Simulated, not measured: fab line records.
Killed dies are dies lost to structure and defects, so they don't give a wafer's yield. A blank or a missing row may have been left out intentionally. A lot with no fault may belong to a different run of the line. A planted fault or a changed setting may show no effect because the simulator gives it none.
A struck lot beside a sound one | flow berkeleyCmos170 | 17 steps out of a route of 331
Sound: wafers L173.2, L173.4, L173.5. Struck: wafer L188.2 (L188.1, L188.3, from the same lot, were not struck and are left out); the cause is given at the end.
At each step with rows: each side's tool, then ch and its chambers, then its first start. Under that, the readings that differ: sound wafers | struck wafers | difference of the means | sigmas: that difference in standard deviations of wafers without a fault.
alike: readings whose means differ by less than 2 such deviations, and words and numbers that are the same on both sides. not compared: withheld readings, readings that some wafer has no value for, bounds like >300 that may hide the same value, and numbers for which the record gives no deviation and whose values overlap.
Wherever a step has rows on one side only, a row that says differs or no value, or a row with sigmas, the two part there. Numbers that have no deviation but don't overlap get no sigmas and don't part them. Lack of a reading on every wafer of one side parts them only where that side has two or more wafers.

UCB170_M1_SPUTTER_00: material Al, target thk 600 nm, time 80 s.
  sound on pvdSputter-04 at day 8 04:09; struck on pvdSputter-04 at day 11 02:50
  alike: throttleValvePct
UCB170_M1_RS_MEAS_01: the measuring method here is four-point-probe.
  sound on filmMetro-01 at day 8 04:14; struck on filmMetro-03 at day 11 02:53
  alike: M1_AL_RS
UCB170_M1_THK_MEAS_02: measures by xrf.
  sound on filmMetro-01 at day 8 04:21; struck on filmMetro-03 at day 11 03:01
  alike: M1_AL_THK
then, 6 steps without rows for these wafers: UCB170_M1_COAT_03; UCB170_M1_COAT_04 (resist thk 900 nm); UCB170_M1_SOFTBAKE_05 (time 60 s); UCB170_M1_EXPOSE_06 (exposes mask METAL1, target cd 700 nm); UCB170_M1_PEB_07; UCB170_M1_DEVELOP_08 (develop time 45 s).
UCB170_M1_CD_MEAS_09: the cd target is 700 nm.
  sound on cdSem-01 at day 8 05:16; struck on cdSem-01 at day 11 04:11
  alike: cdNm
UCB170_M1_OVL_MEAS_10:
  sound on overlay-02 at day 8 05:22; struck on overlay-02 at day 11 04:19
reading     | sound    | struck | difference | sigmas
M1_OVL (nm) | 1 -3 -12 | 7      | +12        | +2
UCB170_M1_ETCH_11: etches BARC in N2/H2.
  sound on rieDiel-04 ch 0,1,3, day 8 05:23; struck on rieDiel-03 ch 3, day 11 04:21
  alike: drypumpMotorCurrentA, oesProductAu, throttleValvePct
UCB170_M1_METAL_ETCH_12: etches Al in Cl2/BCl3, stops on PSG, target depth 780 nm, time 133.5 s.
  sound on rieMetal-04 ch 0,1, day 8 05:26; struck on rieMetal-04 ch 0, day 11 04:23
reading                            | sound             | struck | difference | sigmas
model.KrF_of_M1_COAT_04.thkNm (nm) | 433.5 431.2 428.7 | 521    | +90        | 
model.M1.cdNm (nm)                 | 701.8 700.3 701.2 | 707.7  | +6.6       | 
  alike: drypumpMotorCurrentA, oesProductAu, throttleValvePct
  not compared: rfHoursCounterH
UCB170_M1_STRIP_13: strips in O2.
  sound on plasmaAsher-03 ch 0,1, day 8 05:34; struck on plasmaAsher-03 ch 1, day 11 04:34
  alike: drypumpMotorCurrentA, oesProductAu
  not compared: rfHoursCounterH
UCB170_M1_CD_MEAS_90: the cd target is 700 nm.
  sound on cdSem-02 at day 8 05:41; struck on cdSem-01 at day 11 04:40
reading   | sound             | struck | difference | sigmas
cdNm (nm) | 701.7 699.9 701.1 | 707.3  | +6.4       | +3
then, 1 step without rows for these wafers: UCB170_M1_ANNEAL_14 (time 1200 s).
UCB170_M3_PROBE_99:
  sound on prober-01 at day 8 22:13; struck on prober-01 at day 11 16:29
reading                                  | sound                         | struck    | difference | sigmas
model.etest.m1CombOverSteps.leakLog10AUm | -12.66 -12.74 -12.73          | -4.443    | +8.267     | 
model.etest.m1.widthNm (nm)              | 697.3 703.1 701.8             | 709       | +8         | 
model.etest.ring.quietLog10A (angstrom)  | -8.423 -8.357 -8.346          | -2.482    | +5.893     | 
model.etest.antennaM1.vtShiftV (V)       | -0.008466 -0.006847 -0.007005 | -0.001543 | +0.005896  | 

## WHERE THEY PART
First at UCB170_M1_OVL_MEAS_10; last, within this record, at UCB170_M1_CD_MEAS_90.

WHY: what had been put in by the simulator
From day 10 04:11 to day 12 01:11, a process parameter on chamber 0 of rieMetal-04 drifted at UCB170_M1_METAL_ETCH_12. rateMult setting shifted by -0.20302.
